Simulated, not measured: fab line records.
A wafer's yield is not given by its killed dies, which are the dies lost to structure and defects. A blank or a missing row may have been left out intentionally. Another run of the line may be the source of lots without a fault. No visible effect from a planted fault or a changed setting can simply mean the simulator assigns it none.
Code-filled problem report in 8D (eight disciplines) form | flow rit cmos | the parts of the form that need people (team, actions taken, sign-off) are left out

## 1. THE PROBLEM
RIT_M1_PROBE_99, killed dies: mean 30.0 over 1 wafer from 1 lot; wafers with no fault: 6.4, standard deviation 2.8. Relative to the usual mean, that is a shift of +8.4 standard deviations.
Earliest sighting: wafer L364.6 on prober-01 at day 7 04:13. The record has a number at this step for 6 wafers belonging to 2 lots. Rule for "out" (also "out of limits"): further than 4 standard deviations from the usual mean. Any other wafer with a number is counted as sound.

## 2. WHAT IT IS, WHAT IT ISN'T
question                    | is                               | is not
which readings at this step | killed dies, killed at front end | killed_at_M0_to_M3, killed at contacts, killed open, killed short
which lots                  | L364                             | L350
which wafers of those lots  | L364.6                           | L364.1, L364.4
read on which tools         | prober-01                        | prober-02
when                        | from day 7 04:13                 | up to then (5 sound wafers)

## 3. WHAT RULES OUT EACH SUSPECT
Counting: if a tool at a process step up to the reading ran every lot that is out, it stays a suspect. Sound lots after the first of them don't rule it out here, since some wafers of a struck lot are sound.
- pvd sputter-01 at RIT_SILICIDE_SPUTTER_01 (material Ti, target thk 30 nm, time 240 s): kept. It ran the lot that is out, L364 (day 6 20:55).
- plasma asher-03 at RIT_M1_STRIP_14 (strips in O2, time 180 s): kept. It ran the lot that is out, L364 (day 7 02:03).
- prober-01 at RIT_M1_PROBE_99: kept. It ran the lot that is out, L364 (day 7 03:58). Its own readings are out on those wafers: killed at front end, killed dies.
Still standing after the count: pvd sputter-01 at RIT_SILICIDE_SPUTTER_01, plasma asher-03 at RIT_M1_STRIP_14, prober-01 at RIT_M1_PROBE_99.

## 4. THE CAUSE (what the simulator had put in)
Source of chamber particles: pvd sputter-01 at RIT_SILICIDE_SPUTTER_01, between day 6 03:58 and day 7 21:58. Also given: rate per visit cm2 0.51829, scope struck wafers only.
Counting leaves 3 suspects; this tool is one of them.

## 5. THE CHAIN OF EFFECTS, in route order
Each row: a reading where the mean over the struck wafers with a number is more than 3 standard deviations away from the usual. Only readings whose record carries a usual standard deviation are examined. hours: median over the lots of the time between each lot's start at the first step of this table that gives one and its start at this step. sigmas: the change, counted in usual standard deviations.
hours | step            | reading             | usual | on struck wafers | change | sigmas
0     | RIT_M1_PROBE_99 | killed at front end | 6.3   | 30.0             | +23.7  | +8.2
0     | RIT_M1_PROBE_99 | killed dies         | 6.4   | 30.0             | +23.6  | +8.4
The process steps in it:
- RIT_M1_PROBE_99

## 6. WHAT WOULD HAVE CAUGHT IT SOONER
First out-of-limits reading in this record: day 7 04:13, which is 24 hours after fault onset at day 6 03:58.
An alarm limit of 4 standard deviations would not have fired on the tool readings at RIT_SILICIDE_SPUTTER_01 for which the record gives a usual standard deviation, since none of them was out on any struck wafer.
Each of the lots that are out, 1 in all, had begun RIT_SILICIDE_SPUTTER_01 on pvd sputter-01 no later than day 7 04:13. A hold on the tool at that time would have spared none of them.
